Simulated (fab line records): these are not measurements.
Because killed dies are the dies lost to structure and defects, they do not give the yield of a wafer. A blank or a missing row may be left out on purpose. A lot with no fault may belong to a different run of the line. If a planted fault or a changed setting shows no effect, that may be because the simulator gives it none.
fab line records	flow rit_cmos
record: lots: 14	wafers: 42	last_day: 7
route steps=202 shown NSD@140 SILICIDE@162 CONTACT@177 M1@202
lots with no fault: from the same line, run without faults
start_h: hours from the record's first day to the start of the lot's first wafer shown	wait_h: how many hours have passed since the lot's step before this one	" repeats the value in the row above	L1.1+2: a row that stands for several wafers	- value missing, or start not given	* or withheld: withheld	< > ~ a bound
route shown NAME@n: NAME is a module with steps in the file, n the number in the route of the first one	usual: mean/standard deviation of fault-free wafers	same: alike in all rows	chamber/n: place in a boat	sites: each site's reading	_std_site: the standard deviation of these	_edge_site: outer sites' mean less inner sites'	radius_mm: how far each site lies from the wafer's centre	mask NAME#n: copy n	behind: the last tool/chamber to shape the wafer	hold: why the lot was held/for how many hours/how that ended	device: the n, p or np transistor that did not switch	end of line: tests of these same wafers at the route's end	a step with no rows: only its recipe	killed: the dies lost at the first sort to structure and to defects; this is not the yield of the wafer	map: the dies of a wafer, with x for killed, . for not killed, _ for no die there
set.NAME: the setting as run; set.NAME@STEP: as run at that earlier step	model.NAME: the simulator's own value behind a step, which no gauge read
one table for each step of the route and one row for each wafer, over a sample of lots
services: when a tool's chamber went out of use (start_h, in hours from the record's first day, below 0 if earlier), for how many hours, and the reason
== steps ==
step: RIT_NSD_STRIP_09
recipe: chemistry: O2	time_s: 180	resist: NOVOLAK	platen_temp_c: withheld	power_w: 500	pressure_mtorr: 4000	o2_flow_sccm: 4000
usual: drypump_motor_current_A: 5.5/0.42
lot.wafer	tool	chamber	start_h	wait_h	drypump_motor_current_A	rf_hours_counter_h
L803.2	plasma_asher-01	1	58.42	0.1	5.9	27
L803.4	"	0	"	"	4.8	-
L803.6	"	1	"	"	5.9	-
L804.2	plasma_asher-03	0	63.55	0.1	5.3	41
L804.3	"	0	"	"	5.3	-
L804.5	"	1	"	"	5.2	-
L807.1	plasma_asher-02	0	79.83	0.1	5.7	42
L807.2	"	1	"	"	6.0	42
L807.3	"	0	"	"	5.7	-
L809.2	plasma_asher-02	1	88.23	0.1	6.0	43
L809.4	"	0	"	"	5.7	-
L809.6	"	1	"	"	6.0	-
L815.2	plasma_asher-02	0	114.73	0.1	5.6	46
L815.3	"	0	"	"	5.7	-
L815.5	"	1	"	"	6.0	-
L816.2	plasma_asher-02	1	124.30	0.1	6.0	47
L816.3	"	1	"	"	6.0	-
L816.4	"	0	"	"	5.7	-
L817.1	plasma_asher-03	1	127.80	0.1	5.2	1
L817.5	"	0	"	"	5.3	-
L817.6	"	1	"	"	5.2	-
L819.2	plasma_asher-02	1	137.49	0.1	6.0	48
L819.3	"	1	"	"	6.0	-
L819.6	"	1	"	"	6.0	-
L820.1	plasma_asher-03	1	142.09	0.1	5.2	2
L820.2	"	0	"	"	5.3	2
L820.3	"	1	"	"	5.2	-
L821.1	plasma_asher-01	1	147.77	0.1	5.9	38
L821.2	"	0	"	"	4.8	38
L821.5	"	0	"	"	4.8	-
L822.1	plasma_asher-03	0	150.20	0.1	5.3	3
L822.2	"	1	"	"	5.2	3
L822.5	"	1	"	"	5.2	-
L823.1	plasma_asher-03	0	157.35	0.1	5.3	3
L823.3	"	1	"	"	5.2	-
L823.4	"	0	"	"	5.3	-
L824.1	plasma_asher-01	0	162.02	0.1	4.8	40
L824.2	"	1	"	"	5.9	40
L824.4	"	0	"	"	4.8	-
L825.2	plasma_asher-01	1	164.84	0.1	5.9	40
L825.5	"	0	"	"	4.8	-
L825.6	"	1	"	"	5.8	-
step: RIT_SDANNEAL_RS_MEAS_05
recipe: thk_meas_gauge: four-point-probe
usual: NSD_RS: 84.51/0.28
lot.wafer	tool	chamber	start_h	wait_h	NSD_RS[ohm/sq]
L803.2	film_metro-04	-	60.79	0.1	84.79
L803.4	"	-	"	"	84.44
L803.6	"	-	"	"	84.49
L804.2	film_metro-02	-	66.08	0.1	84.31
L804.3	"	-	"	"	84.23
L804.5	"	-	"	"	84.11
L807.1	film_metro-04	-	82.03	0.1	84.51
L807.2	"	-	"	"	84.14
L807.3	"	-	"	"	84.50
L809.2	film_metro-02	-	90.59	0.1	84.54
L809.4	"	-	"	"	84.49
L809.6	"	-	"	"	84.86
L815.2	film_metro-02	-	117.29	0.1	84.52
L815.3	"	-	"	"	84.33
L815.5	"	-	"	"	84.11
L816.2	film_metro-04	-	126.55	0.1	84.35
L816.3	"	-	"	"	84.17
L816.4	"	-	"	"	84.43
L817.1	film_metro-02	-	130.22	0.1	84.39
L817.5	"	-	"	"	84.61
L817.6	"	-	"	"	84.62
L819.2	film_metro-03	-	139.73	0.1	84.47
L819.3	"	-	"	"	84.26
L819.6	"	-	"	"	84.42
L820.1	film_metro-04	-	144.29	0.1	84.62
L820.2	"	-	"	"	84.76
L820.3	"	-	"	"	84.81
L821.1	film_metro-03	-	150.11	0.1	84.47
L821.2	"	-	"	"	84.81
L821.5	"	-	"	"	85.06
L822.1	film_metro-02	-	152.57	0.1	84.20
L822.2	"	-	"	"	84.29
L822.5	"	-	"	"	83.87
L823.1	film_metro-04	-	159.72	0.1	85.05
L823.3	"	-	"	"	84.97
L823.4	"	-	"	"	85.00
L824.1	film_metro-02	-	164.22	0.1	84.30
L824.2	"	-	"	"	83.97
L824.4	"	-	"	"	84.11
L825.2	film_metro-02	-	167.06	0.1	84.79
L825.5	"	-	"	"	84.32
L825.6	"	-	"	"	84.35
step: RIT_SILICIDE_SPUTTER_01
recipe: material: Ti	target_thk_nm: 30	power_w: 337.6	chamber_pressure_pa: 0.667	gas: Ar	time_s: 240	substrate_temp_c: 25
usual: chamber_pressure_pa: 0.6670/0.0013	substrate_temp_c: 25.03/0.11	throttle_valve_pct: 29.9/1.2
lot.wafer	tool	chamber	start_h	wait_h	chamber_pressure_pa	substrate_temp_c	throttle_valve_pct
L803.2	pvd_sputter-04	-	61.14	0.0	0.6668	25.14	31.6
L803.4	"	-	"	"	0.6660	24.96	32.7
L803.6	"	-	"	"	0.6667	25.01	28.1
L804.2	pvd_sputter-03	-	66.43	0.0	0.6686	24.86	29.1
L804.3	"	-	"	"	0.6657	24.92	29.5
L804.5	"	-	"	"	0.6676	24.99	29.2
L807.1	pvd_sputter-04	-	82.40	0.0	0.6668	25.12	30.4
L807.2	"	-	"	"	0.6684	25.10	32.8
L807.3	"	-	"	"	0.6005	25.04	33.5
L809.2	pvd_sputter-04	-	90.94	0.0	0.6665	24.84	33.0
L809.4	"	-	"	"	0.5980	25.07	33.4
L809.6	"	-	"	"	0.6663	24.86	33.0
L815.2	pvd_sputter-03	-	117.65	0.0	0.6664	25.28	29.5
L815.3	"	-	"	"	0.6662	25.25	29.7
L815.5	"	-	"	"	0.6669	24.95	29.4
L816.2	pvd_sputter-02	-	126.90	0.0	0.6642	24.98	30.8
L816.3	"	-	"	"	0.6656	25.01	29.6
L816.4	"	-	"	"	0.6694	25.17	28.7
L817.1	pvd_sputter-03	-	130.59	0.0	0.6670	25.07	29.5
L817.5	"	-	"	"	0.6635	25.05	29.8
L817.6	"	-	"	"	0.6673	25.03	29.6
L819.2	pvd_sputter-03	-	140.09	0.0	0.6660	25.09	29.7
L819.3	"	-	"	"	0.6646	25.10	29.6
L819.6	"	-	"	"	0.6662	24.99	29.8
L820.1	pvd_sputter-02	-	144.67	0.0	0.6667	25.00	28.2
L820.2	"	-	"	"	0.6669	24.85	29.8
L820.3	"	-	"	"	0.6695	24.87	30.6
L821.1	pvd_sputter-03	-	150.49	0.0	0.6649	25.11	29.3
L821.2	"	-	"	"	0.6657	24.98	29.6
L821.5	"	-	"	"	0.6678	25.02	29.8
L822.1	pvd_sputter-04	-	152.94	0.0	0.6671	24.99	31.6
L822.2	"	-	"	"	0.6676	24.96	32.8
L822.5	"	-	"	"	0.6659	25.01	30.4
L823.1	pvd_sputter-03	-	160.10	0.0	0.6692	25.26	29.8
L823.3	"	-	"	"	0.6661	25.03	29.7
L823.4	"	-	"	"	0.6672	25.15	29.4
L824.1	pvd_sputter-02	-	164.59	0.0	0.6670	25.22	28.7
L824.2	"	-	"	"	0.6684	25.02	29.6
L824.4	"	-	"	"	0.6685	25.14	30.7
L825.2	pvd_sputter-03	-	167.41	0.0	0.6688	25.10	29.9
L825.5	"	-	"	"	0.6665	25.04	29.1
L825.6	"	-	"	"	0.6692	24.78	29.4
step: RIT_SILICIDE_RS_MEAS_02
recipe: thk_meas_gauge: four-point-probe	reads: Ti_of_SILICIDE_SPUTTER_01
usual: SILICIDE_TI_RS: 49.7/0.57
lot.wafer	tool	chamber	start_h	wait_h	SILICIDE_TI_RS[ohm/sq]
L803.2	film_metro-02	-	61.31	0.1	50.1
L803.4	"	-	"	"	48.9
L803.6	"	-	"	"	48.9
L804.2	film_metro-02	-	66.60	0.1	49.4
L804.3	"	-	"	"	49.5
L804.5	"	-	"	"	49.4
L807.1	film_metro-02	-	82.55	0.1	49.7
L807.2	"	-	"	"	49.4
L807.3	"	-	"	"	40.0
L809.2	film_metro-01	-	91.11	0.1	49.1
L809.4	"	-	"	"	40.4
L809.6	"	-	"	"	50.2
L815.2	film_metro-01	-	117.82	0.1	48.9
L815.3	"	-	"	"	49.0
L815.5	"	-	"	"	48.4
L816.2	film_metro-01	-	127.07	0.1	49.2
L816.3	"	-	"	"	49.2
L816.4	"	-	"	"	49.6
L817.1	film_metro-01	-	130.74	0.1	50.4
L817.5	"	-	"	"	49.8
L817.6	"	-	"	"	50.3
L819.2	film_metro-02	-	140.26	0.1	49.6
L819.3	"	-	"	"	49.7
L819.6	"	-	"	"	49.9
L820.1	film_metro-02	-	144.82	0.1	49.2
L820.2	"	-	"	"	50.0
L820.3	"	-	"	"	49.5
L821.1	film_metro-01	-	150.64	0.1	49.5
L821.2	"	-	"	"	49.1
L821.5	"	-	"	"	49.6
L822.1	film_metro-02	-	153.09	0.1	49.1
L822.2	"	-	"	"	48.7
L822.5	"	-	"	"	48.9
L823.1	film_metro-04	-	160.25	0.1	49.0
L823.3	"	-	"	"	49.3
L823.4	"	-	"	"	48.8
L824.1	film_metro-01	-	164.74	0.1	50.4
L824.2	"	-	"	"	49.8
L824.4	"	-	"	"	49.6
L825.2	film_metro-01	-	167.58	0.1	48.9
L825.5	"	-	"	"	48.9
L825.6	"	-	"	"	49.1
step: RIT_CONTACT_OVL_MEAS_09
usual: CONTACT_OVL: 0.1/1.5
lot.wafer	tool	chamber	start_h	wait_h	CONTACT_OVL[nm]
L803.2	overlay-02	-	62.97	0.1	1.3
L803.4	"	-	"	"	1.3
L803.6	"	-	"	"	-0.7
L804.2	overlay-01	-	68.27	0.1	-1.4
L804.3	"	-	"	"	0.0
L804.5	"	-	"	"	-0.4
L807.1	overlay-02	-	84.22	0.1	-1.0
L807.2	"	-	"	"	1.5
L807.3	"	-	"	"	2.3
L809.2	overlay-02	-	92.65	0.1	-0.2
L809.4	"	-	"	"	-0.6
L809.6	"	-	"	"	0.7
L815.2	overlay-01	-	119.48	0.1	2.5
L815.3	"	-	"	"	0.9
L815.5	"	-	"	"	1.6
L816.2	overlay-01	-	128.62	0.1	-0.5
L816.3	"	-	"	"	1.6
L816.4	"	-	"	"	1.6
L817.1	overlay-02	-	132.42	0.1	-4.0
L817.5	"	-	"	"	-1.7
L817.6	"	-	"	"	-1.2
L819.2	overlay-02	-	141.92	0.1	-3.1
L819.3	"	-	"	"	0.1
L819.6	"	-	"	"	-2.4
L820.1	overlay-02	-	146.37	0.1	-1.6
L820.2	"	-	"	"	-1.4
L820.3	"	-	"	"	-1.9
L821.1	overlay-01	-	152.24	0.1	1.2
L821.2	"	-	"	"	0.8
L821.5	"	-	"	"	0.5
L822.1	overlay-01	-	154.77	0.1	0.1
L822.2	"	-	"	"	-0.2
L822.5	"	-	"	"	-1.3
L823.1	overlay-01	-	161.80	0.1	-4.6
L823.3	"	-	"	"	-1.3
L823.4	"	-	"	"	-1.9
L824.1	overlay-01	-	166.42	0.1	1.0
L824.2	"	-	"	"	0.9
L824.4	"	-	"	"	1.5
L825.2	overlay-02	-	169.12	0.1	0.9
L825.5	"	-	"	"	1.4
L825.6	"	-	"	"	1.1
step: RIT_M1_PROBE_99
usual: killed_at_contacts: 0.1/0.3	killed_at_front_end: 6.7/2.6	killed_dies: 6.8/2.6	killed_on_rim: 1.9/1.3	killed_open: 3.3/1.7	killed_short: 3.4/2
same: gross_dies: 264	killed_at_M0_to_M3: 0	killed_at_M4_up: 0	killed_at_back_side: 0	killed_at_other: 0
lot.wafer	tool	chamber	start_h	wait_h	killed_at_contacts	killed_at_front_end	killed_dies	killed_on_rim	killed_open	killed_short
L815.2	prober-01	-	124.77	0.1	0	4	4	0	3	1
L815.3	prober-01	-	124.82	0.2	0	3	3	1	3	0
L815.5	prober-01	-	124.92	0.2	1	6	7	1	2	5
L817.1	prober-01	-	137.47	0.1	0	5	5	1	5	0
L817.5	prober-01	-	137.67	0.2	0	8	8	3	6	2
L817.6	prober-01	-	137.72	0.2	0	5	5	1	2	3
L819.2	prober-02	-	147.13	0.1	0	10	10	3	5	5
L819.3	prober-02	-	147.18	0.2	0	5	5	1	2	3
L819.6	prober-02	-	147.33	0.2	0	5	5	0	3	2
L820.1	prober-01	-	151.72	0.1	1	6	7	2	1	6
L820.2	prober-01	-	151.77	0.1	0	11	11	4	5	6
L820.3	prober-01	-	151.82	0.2	1	7	8	1	2	6
L823.1	prober-02	-	167.03	0.1	0	7	7	2	4	3
L823.3	prober-02	-	167.13	0.2	0	9	9	5	5	4
L823.4	prober-02	-	167.18	0.2	0	11	11	5	6	5
L824.1	prober-01	-	171.80	0.1	0	7	7	4	5	2
L824.2	prober-01	-	171.85	0.1	0	9	9	1	4	5
L824.4	prober-01	-	171.95	0.2	0	5	5	1	2	3
killed by level:class
L815.2 GATE:geometric_particle:open=2 GATE:geometric_particle:short=1 SPACER:geometric_particle:open=1
L815.3 GATE:geometric_particle:open=1 SPACER:geometric_particle:open=1 SILICIDE:geometric_particle:open=1
L815.5 GATE:geometric_particle:short=4 GATE:geometric_particle:open=2 CONTACT:geometric_particle:short=1
L817.1 REOX:geometric_particle:open=3 SPACER:geometric_particle:open=1 SILICIDE:geometric_particle:open=1
L817.5 FOX2:geometric_particle:open=2 GATE:geometric_particle:open=2 SPACER:geometric_particle:open=2 GATE:geometric_particle:short=1 REOX:geometric_particle:short=1
L817.6 REOX:geometric_particle:short=2 GATE:geometric_particle:short=1 SPACER:geometric_particle:open=1 SILICIDE:geometric_particle:open=1
L819.2 GATE:geometric_particle:open=3 REOX:geometric_particle:short=2 SPACER:geometric_particle:short=2 FOX2:geometric_particle:open=1 GATE:geometric_particle:short=1 SILICIDE:geometric_particle:open=1
L819.3 GATE:geometric_particle:short=2 GATE:geometric_particle:open=1 REOX:geometric_particle:open=1 SPACER:geometric_particle:short=1
L819.6 GATE:geometric_particle:open=2 FOX2:geometric_particle:open=1 GATE:geometric_particle:short=1 SILICIDE:geometric_particle:short=1
L820.1 GATE:geometric_particle:short=3 FOX1:geometric_particle:short=1 FOX2:geometric_particle:short=1 SPACER:geometric_particle:open=1 CONTACT:geometric_particle:short=1
L820.2 GATE:geometric_particle:short=5 FOX1:geometric_particle:open=3 FOX2:geometric_particle:open=1 FOX2:geometric_particle:short=1 GATE:geometric_particle:open=1
L820.3 SILICIDE:geometric_particle:short=2 GATE:geometric_particle:short=1 GATE:geometric_particle:open=1 REOX:geometric_particle:short=1 SPACER:geometric_particle:short=1 SPACER:geometric_particle:open=1 CONTACT:geometric_particle:short=1
L823.1 GATE:geometric_particle:short=2 FOX1:geometric_particle:open=1 GATE:geometric_particle:open=1 REOX:geometric_particle:open=1 SPACER:geometric_particle:open=1 SPACER:geometric_particle:short=1
L823.3 FOX1:geometric_particle:open=2 FOX1:geometric_particle:short=1 GATE:geometric_particle:open=1 GATE:geometric_particle:short=1 REOX:geometric_particle:short=1 REOX:geometric_particle:open=1 SPACER:geometric_particle:short=1 SILICIDE:geometric_particle:open=1
L823.4 REOX:geometric_particle:short=2 GATE:geometric_particle:short=2 REOX:geometric_particle:open=2 SILICIDE:geometric_particle:open=2 GATE:geometric_particle:open=1 SPACER:geometric_particle:open=1 SILICIDE:geometric_particle:short=1
L824.1 SPACER:geometric_particle:open=2 FOX1:geometric_particle:open=1 GATE:geometric_particle:short=1 GATE:geometric_particle:open=1 REOX:geometric_particle:open=1 SPACER:geometric_particle:short=1
L824.2 REOX:geometric_particle:short=3 REOX:geometric_particle:open=2 FOX1:geometric_particle:open=1 FOX1:geometric_particle:short=1 GATE:geometric_particle:short=1 SILICIDE:geometric_particle:open=1
L824.4 GATE:geometric_particle:short=2 GATE:geometric_particle:open=1 REOX:geometric_particle:short=1 SILICIDE:geometric_particle:open=1
== services ==
tool	chamber	start_h	hours	kind
pvd_sputter-02	-	63.99	2.9	repair
plasma_asher-02	-	67.06	1.2	repair
pvd_sputter-03	-	101.45	16.1	repair
plasma_asher-03	-	107.08	5.2	repair
plasma_asher-03	-	112.27	9.0	pm
plasma_asher-03	0	112.27	9.0	vent_cycle
plasma_asher-03	1	112.27	9.0	vent_cycle
pvd_sputter-03	-	112.44	2.2	repair
plasma_asher-03	0	121.27	-	clean
plasma_asher-03	1	121.27	-	clean
pvd_sputter-03	-	122.45	2.5	repair
pvd_sputter-03	-	148.62	1.4	repair
== key ==
first_sign: step: RIT_SILICIDE_SPUTTER_01	reading: chamber_pressure_pa	direction: down	sigmas: 51	usual: 0.6670	struck: 0.5993
effect: step: RIT_SILICIDE_RS_MEAS_02	reading: SILICIDE_TI_RS	direction: down	sigmas: 17	usual: 49.7	struck: 40.2
met_at RIT_SILICIDE_SPUTTER_01
struck_lots L807,L809
struck_wafers L807.3,L809.4
tester_left_out L807,L809
not_acting_at RIT_NSD_STRIP_09,RIT_SDANNEAL_RS_MEAS_05,RIT_CONTACT_OVL_MEAS_09
onset_between 61.14 82.40
fault: kind: process_parameter_drift	tool: pvd_sputter-04	chamber: -	onset_h: 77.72	steps: RIT_SILICIDE_SPUTTER_01	channel: chamber_pressure_pa	offset: -0.067595	shape: step	end_h: 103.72	acts_in: these_recipes_only	stated: 0.667	scope: struck_wafers_only
tester_left_out: of these lots the tester's yield and bins aren't shown, on N5 and GAA mostly nor the transistor test; their killed dies are dies lost to structure and defects alone, not to doping, threshold or leakage, so they don't give the yield
